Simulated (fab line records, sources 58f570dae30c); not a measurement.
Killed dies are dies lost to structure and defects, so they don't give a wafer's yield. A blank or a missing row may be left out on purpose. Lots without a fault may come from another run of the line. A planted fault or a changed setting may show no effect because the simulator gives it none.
Which tool did it? | flow berkeley_cmos170 | 14 lots, 42 wafers sampled, at 1 step of a route of 331

WHAT THE GAUGES READ, wafer by wafer
UCB170_PSD_TW_MEAS_10.
lot  | measured     | on            | PSD_TW
L834 | day 8 07:23  | film_metro-02 | 2328 2328 2318
L835 | day 8 07:40  | film_metro-03 | 2308 2309 2311
L838 | day 8 17:26  | film_metro-04 | 2349 2369 2374
L836 | day 8 17:41  | film_metro-03 | 2303 2306 2295
L837 | day 8 17:55  | film_metro-02 | 2319 2318 2322
L846 | day 10 12:37 | film_metro-03 | 2293 2300 2299
L841 | day 10 12:47 | film_metro-03 | 2279 2285 2296
L842 | day 10 13:10 | film_metro-03 | 2299 2291 2291
L845 | day 10 13:25 | film_metro-04 | 2356 2356 2353
L848 | day 10 13:27 | film_metro-03 | 2296 2285 2283
L851 | day 11 09:40 | film_metro-02 | 2320 2321 2314
L850 | day 11 10:07 | film_metro-04 | 2367 2349 2351
L852 | day 11 20:11 | film_metro-02 | 2325 2309 2313
L855 | day 12 13:52 | film_metro-04 | 2356 2372 2379

WHICH TOOL RAN EACH LOT (tool, then ch and the chambers of the sampled wafers, then the start)
The record holds no process step before these readings.

WHAT THE TOOLS THEMSELVES READ (means of the sampled wafers that have a number; where no wafer has one, the mark that the record gives instead)
The record holds no such reading with a usual standard deviation.

THE ANSWER, worked out from the rows above alone
Rule: what is usual is taken from the lots themselves. Put in order of their means at a reading, lots are off if they are a third of the lots or fewer, leave a main group of 4 or more, and stand apart from it by a gap of 3 or more times the standard deviation of the main group's means; of several such gaps the widest counts. A main group whose means are all the same, to the digits that the tables above print for the reading, isn't used. A lot without any number at a reading at which 4 lots or more have one is off too. The other lots that the step has rows for count as sound. The gauges are gone through in route order, then the tools' own readings, and for those a lot's mean is taken as printed above. The first step at which some lot is off is used, and at that step the reading that is off furthest; a lot without a number counts as furthest.
No lot is off at any reading shown: from this, nothing can be told.

WHAT THE SIMULATOR HAD PUT IN
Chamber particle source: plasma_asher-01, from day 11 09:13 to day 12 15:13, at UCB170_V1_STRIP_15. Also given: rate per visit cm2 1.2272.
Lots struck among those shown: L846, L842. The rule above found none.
